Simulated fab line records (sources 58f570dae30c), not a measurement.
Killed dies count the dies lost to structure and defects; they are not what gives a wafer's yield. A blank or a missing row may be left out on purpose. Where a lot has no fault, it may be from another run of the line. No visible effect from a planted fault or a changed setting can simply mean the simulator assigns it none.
A struck lot beside a sound one || flow berkeley-cmos170 || 18 steps out of a route of 331
Sound: wafers L178.1, L178.2, L178.4. The struck wafers were L195.2, L195.5, L195.6. The cause is named last.
Per side, at each step with rows, come the tool, then ch with its chambers, and then its first start. Under that, the readings that differ: sound wafers || struck wafers || difference of the means || sigmas: that difference in standard deviations of wafers without a fault.
alike: readings with means less than 2 such deviations apart, plus words and numbers identical on both sides. not compared: withheld readings, readings lacking a value on some wafer, bounds such as >300 that could conceal the same value, and numbers that have no deviation in the record and whose values overlap.
The two part at a step that has a row with sigmas, a row that says differs or no value, or rows on one side only. Numbers that don't overlap but have no deviation are shown without sigmas and don't part them. Lack of a reading on every wafer of one side parts them only where that side has two or more wafers.

UCB170_GATE_THK_MEAS_02:
  sound on film-metro-02, day 5 23:15; struck on film-metro-01, day 9 15:22
  alike: GATE_OXIDE_THK
then, 2 steps without rows for these wafers: UCB170_GATE_ANNEAL_03 (time 1800 s); UCB170_GATE_CVD_04 (deposits poly-Si from SiH4, time 1440 s, target thk 214 nm).
UCB170_GATE_THK_MEAS_05:
  sound on film-metro-03, day 6 07:02; struck on film-metro-02, day 9 23:01
  alike: GATE_POLY_THK
then, 6 steps without rows for these wafers: UCB170_GATE_COAT_06; UCB170_GATE_COAT_07 (resist thk 900 nm); UCB170_GATE_SOFTBAKE_08 (time 60 s); UCB170_GATE_EXPOSE_09 (exposes mask POLY, target cd 350 nm); UCB170_GATE_PEB_10; UCB170_GATE_DEVELOP_11 (develop time 45 s).
UCB170_GATE_CD_MEAS_12: the cd target is 350 nm.
  sound on cd-sem-01, day 6 08:20; struck on cd-sem-01, day 9 23:58
  alike: cd-nm
UCB170_GATE_OVL_MEAS_13:
  sound on overlay-02, day 6 08:27; struck on overlay-02, day 10 00:04
  alike: GATE_OVL
UCB170_GATE_ETCH_14: etches BARC in N2/H2.
  sound on rie-diel-04 ch 0,2,3, day 6 08:29; struck on rie-diel-04 ch 0,1,3, day 10 00:06
{"reading": "oes-product-au (a.u.)", "sound": "0.994 1.018 0.987", "struck": "1.221 1.208 1.267", "difference": "+0.232", "sigmas": "+13"}
  alike: bias-w, chamber-pressure-mTorr, drypump-motor-current-A, throttle-valve-pct
UCB170_GATE_ETCH_15: etches poly-Si in HBr/Cl2, stops on SiO2, time 56.3 s, target depth 278.2 nm.
  sound on rie-si-01 ch 0,1,2, day 6 08:32; struck on rie-si-02 ch 0,1,2, day 10 00:08
{"reading": "model.GATE.cd-nm (nm)", "sound": "351.1 351.8 350.8", "struck": "347.2 345.5 346.4", "difference": -4.9, "sigmas": ""}
  alike: bias-w, chamber-pressure-mTorr, drypump-motor-current-A, oes-product-au, throttle-valve-pct
  not compared: rf-hours-counter-h
UCB170_GATE_STRIP_16: strips in O2.
  sound on plasma-asher-04 ch 0,1, day 6 08:35; struck on plasma-asher-02 ch 0,1, day 10 00:11
  alike: chamber-pressure-mTorr, drypump-motor-current-A, oes-product-au
  not compared: rf-hours-counter-h
UCB170_GATE_CD_MEAS_90: the cd target is 350 nm.
  sound on cd-sem-01, day 6 08:41; struck on cd-sem-01, day 10 00:19
{"reading": "cd-nm (nm)", "sound": "351.1 351.6 351.3", "struck": "347.2 345.8 346.6", "difference": -4.8, "sigmas": -3}
then, 1 step without rows for these wafers: UCB170_GATE_CLEAN_17 (cleans in SPM, time 600 s).
UCB170_M3_PROBE_99:
  sound wafers here have rows in the record (prober-01, day 8 01:10); struck ones have none

== WHERE THEY PART ==
Last at UCB170_M3_PROBE_99 as far as this record goes, first at UCB170_GATE_ETCH_14.

WHY: what the simulator had put in
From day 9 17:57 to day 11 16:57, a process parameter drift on rie-diel-04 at UCB170_GATE_ETCH_14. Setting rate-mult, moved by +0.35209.
